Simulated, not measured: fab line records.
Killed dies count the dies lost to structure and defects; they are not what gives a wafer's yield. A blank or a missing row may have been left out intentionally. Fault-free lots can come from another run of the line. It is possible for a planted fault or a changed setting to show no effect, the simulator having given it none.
fab line records ; flow berkeley_cmos170
[record] lots = 5; wafers = 15; last_day = 12
route steps=331 shown ACTIVE@63 PFIELD@79 FIELD@89
lots with no fault: from the same line, run without faults
start_h: start of the lot's first displayed wafer, in hours after the record's first day ; wait_h: how many hours have passed since the lot's step before this one ; " as in the row above ; L1.1+2: a single row standing in for several wafers ; - no value, or no start given ; * or withheld: withheld ; < > ~ a bound
route shown NAME@n: names a module that has steps shown in the file, with the first one's number in the route ; usual: mean/standard deviation of fault-free wafers ; same: alike in all rows ; chamber/n: place in a boat ; sites: per-site readings ; _std_site: standard deviation across them ; _edge_site: the outer-site mean with the inner-site mean subtracted ; radius_mm: for every site, how far away it sits from the centre of the wafer ; mask NAME#n: copy n ; behind: tool/chamber where the wafer was last shaped ; hold: cause of the lot's hold/its duration in hours/its outcome ; device: names the non-switching transistor (n, p or np) ; end of line: the route-end tests of the same wafers ; a step with no rows: only its recipe ; killed: count of dies lost to structure and defects at first sort (not the wafer's yield) ; map: a wafer's dies, marking killed ones x, the rest . and places with no die _
set.NAME: the setting as run; set.NAME@STEP: as run at that earlier step ; model.NAME: the simulator's own value behind a step, which no gauge read
lots at some steps of the route; a table a step, a row a wafer
services: a tool's chamber out of use, with start hour (start_h, from the record's first day; less than 0 if before it), hours out, and reason
[[steps]]
[step UCB170_ACTIVE_THK_MEAS_03]
[recipe] reads = SiO2_of_ACTIVE_OXIDATION_02
[usual] ACTIVE_OXIDE_THK = 26.0/0.53
lot.wafer;tool;chamber;start_h;wait_h;ACTIVE_OXIDE_THK[nm]
L945.1;film_metro-01;-;113.51;0.0;26.4
L945.3;film_metro-01;-;113.51;0.0;26.2
L945.6;film_metro-01;-;113.51;0.0;26.3
L950.2;film_metro-01;-;118.16;0.1;26.0
L950.3;film_metro-01;-;118.16;0.1;25.7
L950.4;film_metro-01;-;118.16;0.1;26.4
L955.1;film_metro-04;-;143.38;0.0;26.0
L955.4;film_metro-04;-;143.38;0.0;25.7
L955.5;film_metro-04;-;143.38;0.0;25.6
L960.2;film_metro-02;-;179.74;0.0;26.2
L960.5;film_metro-02;-;179.74;0.0;26.4
L960.6;film_metro-02;-;179.74;0.0;26.5
L963.2;film_metro-02;-;184.42;0.0;26.4
L963.3;film_metro-02;-;184.42;0.0;26.4
L963.6;film_metro-02;-;184.42;0.0;26.1
[step UCB170_ACTIVE_ANNEAL_04]
[recipe] temp_c = 1000; time_s = 900; ambient = N2
[step UCB170_ACTIVE_CVD_05]
[recipe] material = Si3N4; target_thk_nm = 220; temp_c = 800; precursor = SiH2Cl2/NH3; time_s = 3300; pressure_mtorr = 200; sih2cl2_flow_sccm = 25; nh3_flow_sccm = 75
[step UCB170_ACTIVE_THK_MEAS_06]
[recipe] reads = Si3N4_of_ACTIVE_CVD_05
[usual] ACTIVE_NITRIDE_THK = 219.3/2
lot.wafer;tool;chamber;start_h;wait_h;ACTIVE_NITRIDE_THK[nm]
L945.1;film_metro-01;-;121.61;0.0;216.4
L945.3;film_metro-01;-;121.61;0.0;215.5
L945.6;film_metro-01;-;121.61;0.0;216.4
L950.2;film_metro-04;-;125.14;0.1;220.3
L950.3;film_metro-04;-;125.14;0.1;221.5
L950.4;film_metro-04;-;125.14;0.1;220.0
L955.1;film_metro-02;-;152.91;0.0;219.6
L955.4;film_metro-02;-;152.91;0.0;220.3
L955.5;film_metro-02;-;152.91;0.0;219.3
L960.2;film_metro-02;-;186.86;0.0;221.6
L960.5;film_metro-02;-;186.86;0.0;220.7
L960.6;film_metro-02;-;186.86;0.0;222.3
L963.2;film_metro-01;-;191.84;0.0;221.1
L963.3;film_metro-01;-;191.84;0.0;221.8
L963.6;film_metro-01;-;191.84;0.0;222.3
[step UCB170_ACTIVE_HMDS_07]
[recipe] prime_time_s = 60; prime_temp_c = 100
[step UCB170_ACTIVE_COAT_08]
[recipe] resist = KrF; spin_rpm = 1500; resist_thk_nm = 900
[step UCB170_ACTIVE_SOFTBAKE_09]
[recipe] resist = KrF; temp_c = 130; time_s = 60
[step UCB170_ACTIVE_EXPOSE_10]
[recipe] mask_id = ACTIVE; target_cd_nm = 1200; na = 0.5; sigma_outer = 0.6; source_shape = conventional; dose_mj = 20
[step UCB170_ACTIVE_PEB_11]
[recipe] peb_temp_c = 130; peb_time_s = withheld; resist = KrF
[step UCB170_ACTIVE_DEVELOP_12]
[recipe] developer = TMAH; develop_time_s = 45; resist = KrF; dev_temp_c = 21
[step UCB170_ACTIVE_CD_MEAS_13]
[recipe] target_cd_nm = 1200
[usual] cd_nm = 1200.0/1.4
lot.wafer;tool;chamber;start_h;wait_h;cd_nm
L945.1;cd_sem-02;-;123.49;-;1200.8
L945.3;cd_sem-02;-;123.49;-;1200.9
L945.6;cd_sem-02;-;123.49;-;1200.1
L950.2;cd_sem-02;-;128.30;-;1199.1
L950.3;cd_sem-02;-;128.30;-;1198.9
L950.4;cd_sem-02;-;128.30;-;1198.8
L955.1;cd_sem-02;-;155.78;-;1199.6
L955.4;cd_sem-02;-;155.78;-;1199.3
L955.5;cd_sem-02;-;155.78;-;1198.6
L960.2;cd_sem-02;-;188.75;-;1199.2
L960.5;cd_sem-02;-;188.75;-;1199.5
L960.6;cd_sem-02;-;188.75;-;1199.6
L963.2;cd_sem-01;-;195.00;-;1201.1
L963.3;cd_sem-01;-;195.00;-;1200.5
L963.6;cd_sem-01;-;195.00;-;1201.2
[step UCB170_ACTIVE_OVL_MEAS_14]
[usual] ACTIVE_OVL = 1/5.4
lot.wafer;tool;chamber;start_h;wait_h;ACTIVE_OVL[nm]
L945.1;overlay-02;-;123.61;0.1;2
L945.3;overlay-02;-;123.61;0.1;-1
L945.6;overlay-02;-;123.61;0.1;-4
L950.2;overlay-02;-;128.40;0.1;4
L950.3;overlay-02;-;128.40;0.1;0
L950.4;overlay-02;-;128.40;0.1;4
L955.1;overlay-02;-;155.90;0.1;2
L955.4;overlay-02;-;155.90;0.1;6
L955.5;overlay-02;-;155.90;0.1;7
L960.2;overlay-01;-;188.86;0.1;5
L960.5;overlay-01;-;188.86;0.1;4
L960.6;overlay-01;-;188.86;0.1;4
L963.2;overlay-01;-;195.10;0.1;0
L963.3;overlay-01;-;195.10;0.1;1
L963.6;overlay-01;-;195.10;0.1;2
[step UCB170_ACTIVE_ETCH_15]
[recipe] chemistry = CH3F/Ar/O2; target = Si3N4; stop_on = SiO2; CH3F_flow_sccm = 20; Ar_flow_sccm = 50; O2_flow_sccm = 7; pressure_mtorr = 50; rf_w = 450; target_depth_a = 2420; over_etch_frac = 0.1; time_s = 151
[usual] drypump_motor_current_A = 5.6/0.38; oes_product_au = 0.941/0.015; rf_fwd_power_W = 448.2/1.3; throttle_valve_pct = 8.12/0.091
[same] time_s = 151
lot.wafer;tool;chamber;start_h;wait_h;drypump_motor_current_A;oes_product_au;rf_fwd_power_W;rf_hours_counter_h;throttle_valve_pct;model.KrF_of_ACTIVE_COAT_08.thk_nm;model.SiO2_of_ACTIVE_OXIDATION_02.thk_nm
L945.1;rie_diel-02;2;123.64;0.0;5.8;0.948;447.9;52;8.35;725.9;22
L945.3;rie_diel-02;3;123.64;0.0;5.0;0.935;448.6;10;8.20;729.7;22.27
L945.6;rie_diel-02;2;123.64;0.0;5.8;0.951;447.9;-;8.32;723.5;21.87
L950.2;rie_diel-03;3;128.43;0.0;5.7;0.936;448.0;53;7.91;722.6;22.36
L950.3;rie_diel-03;1;128.43;0.0;5.8;0.920;446.8;11;8.14;718.5;21.63
L950.4;rie_diel-03;2;128.43;0.0;5.1;0.953;450.9;-;8.17;721.3;22.11
L955.1;rie_diel-03;1;155.94;0.0;5.8;0.906;522.7;13;8.15;706.7;18.78
L955.4;rie_diel-03;0;155.94;0.0;5.0;0.931;449.9;15;8.11;722;21.95
L955.5;rie_diel-03;1;155.94;0.0;5.9;0.907;521.3;-;8.16;703.7;18.31
L960.2;rie_diel-01;2;188.89;0.0;5.2;0.947;448.0;61;8.10;725;22.35
L960.5;rie_diel-01;3;188.89;0.0;6.1;0.962;447.3;-;8.09;719.5;22.69
L960.6;rie_diel-01;0;188.89;0.0;5.7;0.957;447.3;-;8.11;727.8;22.96
L963.2;rie_diel-02;3;195.13;0.0;5.0;0.952;449.2;12;8.20;726;22.47
L963.3;rie_diel-02;0;195.13;0.0;5.5;0.930;449.0;28;8.17;725.6;22.8
L963.6;rie_diel-02;0;195.13;0.0;5.5;0.934;448.8;-;8.17;723.3;22.43
[step UCB170_ACTIVE_STRIP_16]
[recipe] chemistry = O2; power_w = 400; pressure_mtorr = 3500; platen_temp_c = withheld; o2_flow_sccm = 400; overash_fraction = 0.5
[usual] drypump_motor_current_A = 5.8/0.36; oes_product_au = 0.721/0.0043; strip_time_to_endpoint_s = 18.08/0.085
lot.wafer;tool;chamber;start_h;wait_h;drypump_motor_current_A;oes_product_au;rf_hours_counter_h;strip_time_to_endpoint_s
L945.1;plasma_asher-02;0;123.74;0.1;5.8;0.733;37;18.12
L945.3;plasma_asher-02;0;123.74;0.1;5.9;0.724;-;18.21
L945.6;plasma_asher-02;0;123.74;0.1;5.8;0.722;-;18.05
L950.2;plasma_asher-04;1;128.53;0.1;5.3;0.718;39;18.03
L950.3;plasma_asher-04;0;128.53;0.1;5.6;0.725;-;17.94
L950.4;plasma_asher-04;1;128.53;0.1;5.3;0.722;-;18.00
L955.1;plasma_asher-01;0;156.04;0.1;6.0;0.716;4;17.66
L955.4;plasma_asher-01;0;156.04;0.1;6.0;0.717;-;18.02
L955.5;plasma_asher-01;0;156.04;0.1;6.0;0.724;-;17.60
L960.2;plasma_asher-04;1;188.99;0.1;5.3;0.717;46;18.09
L960.5;plasma_asher-04;0;188.99;0.1;5.6;0.725;-;17.96
L960.6;plasma_asher-04;1;188.99;0.1;5.3;0.722;-;18.17
L963.2;plasma_asher-04;0;195.26;0.1;5.6;0.719;47;18.12
L963.3;plasma_asher-04;1;195.26;0.1;5.3;0.719;-;18.11
L963.6;plasma_asher-04;1;195.26;0.1;5.3;0.717;-;18.06
[step UCB170_ACTIVE_CD_MEAS_90]
[recipe] target_cd_nm = 1200
[usual] cd_nm = 1200.0/1.4
lot.wafer;tool;chamber;start_h;wait_h;cd_nm
L945.1;cd_sem-02;-;123.90;0.1;1200.9
L945.3;cd_sem-02;-;123.90;0.1;1201.0
L945.6;cd_sem-02;-;123.90;0.1;1199.9
L950.2;cd_sem-01;-;128.65;0.1;1199.5
L950.3;cd_sem-01;-;128.65;0.1;1198.9
L950.4;cd_sem-01;-;128.65;0.1;1199.0
L955.1;cd_sem-01;-;156.14;0.1;1198.6
L955.4;cd_sem-01;-;156.14;0.1;1199.1
L955.5;cd_sem-01;-;156.14;0.1;1198.1
L960.2;cd_sem-01;-;189.11;0.1;1199.3
L960.5;cd_sem-01;-;189.11;0.1;1199.4
L960.6;cd_sem-01;-;189.11;0.1;1199.2
L963.2;cd_sem-01;-;195.38;0.1;1201.0
L963.3;cd_sem-01;-;195.38;0.1;1201.1
L963.6;cd_sem-01;-;195.38;0.1;1201.3
[step UCB170_ACTIVE_CLEAN_17]
[recipe] chemistry = SPM; temp_c = 120; time_s = 600
[step UCB170_PFIELD_HMDS_00]
[recipe] prime_time_s = 60; prime_temp_c = 100
[step UCB170_PFIELD_COAT_01]
[recipe] resist = KrF; spin_rpm = 1500; resist_thk_nm = 900
[step UCB170_PFIELD_SOFTBAKE_02]
[recipe] resist = KrF; temp_c = 130; time_s = 60
[step UCB170_PFIELD_EXPOSE_03]
[recipe] mask_id = PFIELD; na = 0.5; sigma_outer = 0.6; source_shape = conventional; target_cd_nm = 1500; dose_mj = 30
[step UCB170_PFIELD_PEB_04]
[recipe] peb_temp_c = 130; peb_time_s = withheld; resist = KrF
[step UCB170_PFIELD_DEVELOP_05]
[recipe] developer = TMAH; develop_time_s = 45; resist = KrF; dev_temp_c = 21
[step UCB170_PFIELD_OVL_MEAS_06]
[usual] PFIELD_OVL = -2/4.8
lot.wafer;tool;chamber;start_h;wait_h;PFIELD_OVL[nm]
L945.1;overlay-01;-;129.00;-;-1
L945.3;overlay-01;-;129.00;-;-1
L945.6;overlay-01;-;129.00;-;-4
L950.2;overlay-01;-;132.36;-;7
L950.3;overlay-01;-;132.36;-;6
L950.4;overlay-01;-;132.36;-;2
L955.1;overlay-02;-;161.96;-;-4
L955.4;overlay-02;-;161.96;-;-4
L955.5;overlay-02;-;161.96;-;-6
L960.2;overlay-01;-;193.14;-;4
L960.5;overlay-01;-;193.14;-;3
L960.6;overlay-01;-;193.14;-;11
L963.2;overlay-02;-;198.22;-;-6
L963.3;overlay-02;-;198.22;-;-6
L963.6;overlay-02;-;198.22;-;-3
[step UCB170_PFIELD_IMPLANT_07]
[recipe] species = B; dose_cm2 = 2e+13; energy_kev = 80; tilt_deg = 7
[step UCB170_PFIELD_STRIP_08]
[recipe] chemistry = O2; power_w = 400; pressure_mtorr = 3500; platen_temp_c = withheld; o2_flow_sccm = 400; overash_fraction = 0.5
[usual] drypump_motor_current_A = 5.8/0.41; oes_product_au = 0.735/0.0048; strip_time_to_endpoint_s = 21.62/0.076
lot.wafer;tool;chamber;start_h;wait_h;drypump_motor_current_A;oes_product_au;rf_hours_counter_h;strip_time_to_endpoint_s
L945.1;plasma_asher-03;0;129.19;0.1;5.3;0.744;35;21.73
L945.3;plasma_asher-03;0;129.19;0.1;5.3;0.732;-;21.69
L945.6;plasma_asher-03;0;129.19;0.1;5.3;0.736;-;21.69
L950.2;plasma_asher-04;1;132.54;0.1;5.3;0.741;39;21.68
L950.3;plasma_asher-04;0;132.54;0.1;5.6;0.741;-;21.62
L950.4;plasma_asher-04;1;132.54;0.1;5.3;0.727;-;21.64
L955.1;plasma_asher-02;0;162.14;0.1;5.8;0.731;41;21.70
L955.4;plasma_asher-02;1;162.14;0.1;6.4;0.729;-;21.78
L955.5;plasma_asher-02;1;162.14;0.1;6.4;0.738;-;21.73
L960.2;plasma_asher-02;0;193.32;0.1;5.9;0.736;45;21.62
L960.5;plasma_asher-02;1;193.32;0.1;6.4;0.737;-;21.58
L960.6;plasma_asher-02;0;193.32;0.1;5.8;0.731;-;21.57
L963.2;plasma_asher-04;1;198.40;0.1;5.3;0.731;48;21.53
L963.3;plasma_asher-04;0;198.40;0.1;5.6;0.731;-;21.51
L963.6;plasma_asher-04;1;198.40;0.1;5.3;0.738;-;21.62
[step UCB170_PFIELD_TW_MEAS_09]
[usual] PFIELD_TW = 605/3.8
lot.wafer;tool;chamber;start_h;wait_h;PFIELD_TW
L945.1;film_metro-01;-;129.29;0.1;607
L945.3;film_metro-01;-;129.29;0.1;609
L945.6;film_metro-01;-;129.29;0.1;604
L950.2;film_metro-01;-;132.65;0.1;603
L950.3;film_metro-01;-;132.65;0.1;607
L950.4;film_metro-01;-;132.65;0.1;605
L955.1;film_metro-02;-;162.24;0.1;599
L955.4;film_metro-02;-;162.24;0.1;599
L955.5;film_metro-02;-;162.24;0.1;598
L960.2;film_metro-01;-;193.43;0.1;605
L960.5;film_metro-01;-;193.43;0.1;605
L960.6;film_metro-01;-;193.43;0.1;608
L963.2;film_metro-01;-;198.51;0.1;605
L963.3;film_metro-01;-;198.51;0.1;608
L963.6;film_metro-01;-;198.51;0.1;606
[step UCB170_FIELD_CLEAN_00]
[recipe] chemistry = dHF; dilution = 25:1; time_s = 7.5
[same] time_s = 7.5
lot.wafer;tool;chamber;start_h;wait_h;model.SiO2_of_ACTIVE_OXIDATION_02.thk_nm
L945.1;wet_bench-01;2;129.35;0.1;20.54
L945.3;wet_bench-01;2;129.35;0.1;20.8
L945.6;wet_bench-01;2;129.35;0.1;20.41
L950.2;wet_bench-01;3;132.70;0.0;20.89
L950.3;wet_bench-01;3;132.70;0.0;20.16
L950.4;wet_bench-01;3;132.70;0.0;20.64
L955.1;wet_bench-01;1;162.31;0.1;17.35
L955.4;wet_bench-01;1;162.31;0.1;20.53
L955.5;wet_bench-01;1;162.31;0.1;16.89
L960.2;wet_bench-01;0;193.48;0.0;20.88
L960.5;wet_bench-01;0;193.48;0.0;21.21
L960.6;wet_bench-01;0;193.48;0.0;21.49
L963.2;wet_bench-02;2;198.56;0.0;21
L963.3;wet_bench-02;2;198.56;0.0;21.34
L963.6;wet_bench-02;2;198.56;0.0;20.96
[step UCB170_FIELD_OXIDATION_01]
[recipe] temp_c = 1000; ambient = H2O; p_h2o_torr = 584.62; target_thk_a = 5583; ox_time_s = 7200
[[services]]
tool;chamber;start_h;hours;kind
plasma_asher-01;-;108.75;9.0;pm
plasma_asher-01;0;108.75;9.0;vent_cycle
plasma_asher-01;1;108.75;9.0;vent_cycle
rie_diel-02;3;112.35;8.7;repair
rie_diel-03;0;113.68;22.1;repair
plasma_asher-02;-;114.46;1.7;repair
plasma_asher-01;0;117.75;-;clean
plasma_asher-01;1;117.75;-;clean
plasma_asher-01;-;122.89;0.4;repair
rie_diel-02;1;144.01;3.3;repair
rie_diel-02;-;154.18;2.8;pm
rie_diel-03;3;158.50;6.4;repair
rie_diel-02;3;163.72;9.1;repair
rie_diel-01;-;177.25;1.1;repair
wet_bench-02;-;187.90;4.4;pm
plasma_asher-01;-;188.59;13.1;pm
rie_diel-02;-;190.51;1.9;repair
[[key]]
[first_sign] step = UCB170_ACTIVE_ETCH_15; reading = rf_fwd_power_W; direction = up; sigmas = 55; usual = 448.2; struck = 522.0
[effect] step = UCB170_ACTIVE_STRIP_16; reading = strip_time_to_endpoint_s; direction = down; sigmas = 5.2; usual = *; struck = *
[model_effect] step = UCB170_ACTIVE_ETCH_15; value = KrF_of_ACTIVE_COAT_08.thk_nm; without = 717.9; struck = 705.2
[model_effect] step = UCB170_FIELD_CLEAN_00; value = SiO2_of_ACTIVE_OXIDATION_02.thk_nm; without = 20.29; struck = 17.12
met_at UCB170_ACTIVE_ETCH_15
struck_wafers L955.1,L955.5
tester_left_out L955
onset_between 128.43 155.94
[fault] kind = process_parameter_drift; tool = rie_diel-03; chamber = 1; onset_h = 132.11; steps = UCB170_ACTIVE_ETCH_15; channel = rf_w; offset = 72; shape = step; end_h = 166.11; acts_in = these_recipes_only; stated = 450
// tester_left_out: of these lots the tester's yield and bins aren't shown, on N5 and GAA mostly nor the transistor test; their killed dies are dies lost to structure and defects alone, not to doping, threshold or leakage, so they don't give the yield
